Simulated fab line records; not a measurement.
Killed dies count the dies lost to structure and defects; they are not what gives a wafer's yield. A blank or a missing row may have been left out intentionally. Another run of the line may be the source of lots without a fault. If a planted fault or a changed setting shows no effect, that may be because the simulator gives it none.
Which of the tools did it?	flow rit_cmos	14 lots, 42 wafers sampled, at 2 steps of a route of 202

WHAT EACH GAUGE READ, for each wafer
RIT_M1_CD_MEAS_09 targets a cd of 2600 nm.
lot	measured	on	cd_nm (nm)
L792	day 3 16:46	cd_sem-01	2598.2 2598.5 2597.6
L794	day 4 01:23	cd_sem-01	2600.9 2597.5 2597.9
L796	day 4 14:00	cd_sem-01	2601.1 2600.0 2598.0
L797	day 4 18:40	cd_sem-01	2601.0 2600.2 2599.7
L798	day 4 22:46	cd_sem-01	2597.8 2599.9 2599.3
L799	day 5 06:17	cd_sem-01	2599.6 2602.0 2597.4
L803	day 5 19:14	cd_sem-01	2602.8 2603.5 2602.3
L804	day 6 01:31	cd_sem-02	2598.8 2600.1 2600.1
L805	day 6 04:51	cd_sem-02	2598.7 2599.9 2601.6
L806	day 6 10:17	cd_sem-01	2601.1 2600.6 2600.3
L808	day 6 19:43	cd_sem-01	2582.4 2581.8 2585.7
L809	day 6 20:52	cd_sem-01	2582.4 2584.3 2584.2
L810	day 7 12:31	cd_sem-01	2599.8 2598.9 2599.6
L815	day 8 17:01	cd_sem-02	2600.8 2600.2 2599.6

WHAT TOOL EACH LOT RAN ON (gives the tool, then ch and the chambers of the sampled wafers, and finally the start)
lot	RIT_M1_COAT_04
L792	litho_track-01 ch 0, day 3 15:55
L794	litho_track-03 ch 0, day 4 00:40
L796	litho_track-03 ch 0, day 4 13:08
L797	litho_track-01 ch 0, day 4 17:48
L798	litho_track-03 ch 0, day 4 21:57
L799	litho_track-01 ch 0, day 5 05:14
L803	litho_track-01 ch 0, day 5 18:31
L804	litho_track-03 ch 0, day 6 00:47
L805	litho_track-04 ch 0, day 6 04:07
L806	litho_track-01 ch 0, day 6 09:25
L808	litho_track-01 ch 0, day 6 18:53
L809	litho_track-01 ch 0, day 6 20:10
L810	litho_track-04 ch 0, day 7 11:40
L815	litho_track-03 ch 0, day 8 15:50
- RIT_M1_COAT_04: resist thk 1300 nm.

AS READ BY THE TOOLS THEMSELVES (means over the sampled wafers that have a number; for cases with no such wafer, the mark the record gives instead)
RIT_M1_COAT_04.
lot	tool	chill_plate_temp_C (C)
L792	litho_track-01	23.01
L794	litho_track-03	23.04
L796	litho_track-03	23.02
L797	litho_track-01	23.00
L798	litho_track-03	23.01
L799	litho_track-01	22.87
L803	litho_track-01	23.08
L804	litho_track-03	22.84
L805	litho_track-04	23.15
L806	litho_track-01	22.99
L808	litho_track-01	23.07
L809	litho_track-01	22.93
L810	litho_track-04	22.99
L815	litho_track-03	22.96

THE ANSWER, worked out from the rows above alone
Rule: usual is defined by the lots themselves. The widest of any qualifying gaps counts: lots, ordered by their means at a reading, are off when they make up no more than a third of the lots, leave a main group of 4 or more, and stand apart from it by 3 or more times the standard deviation of that group's means. If all means in a main group match to the digits the tables above print for the reading, that group is not used. Also off: a lot with no number at a reading for which 4 or more lots have one. The other lots that the step has rows for count as sound. Order of review: gauges by route order, followed by the tools' own readings, for which a lot's mean as printed above is used. The first step at which some lot is off is used, and at that step the reading that is off furthest; a lot without a number counts as furthest.
Off at RIT_M1_CD_MEAS_09 (cd_nm): L808, L809. The main group: mean 2599.9 nm, standard deviation 1.1.
If a tool, at a process step before that reading, ran all the lots that are off and no sound lot after the first of them, it fits. Gauges at RIT_M1_CD_MEAS_09: tried the same way as those tools. One fits: RIT_M1_COAT_04 on litho_track-01. Its last sound lot is L806 (day 6 09:25), its first lot that is off L808 (day 6 18:53): a fault that began between those two fits.

WHAT WAS PUT IN BY THE SIMULATOR
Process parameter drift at RIT_M1_COAT_04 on litho_track-01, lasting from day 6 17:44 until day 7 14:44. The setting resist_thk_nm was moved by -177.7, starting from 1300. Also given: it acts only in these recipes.
Shown lots that were struck: L808, L809. Same finding as the rule above.
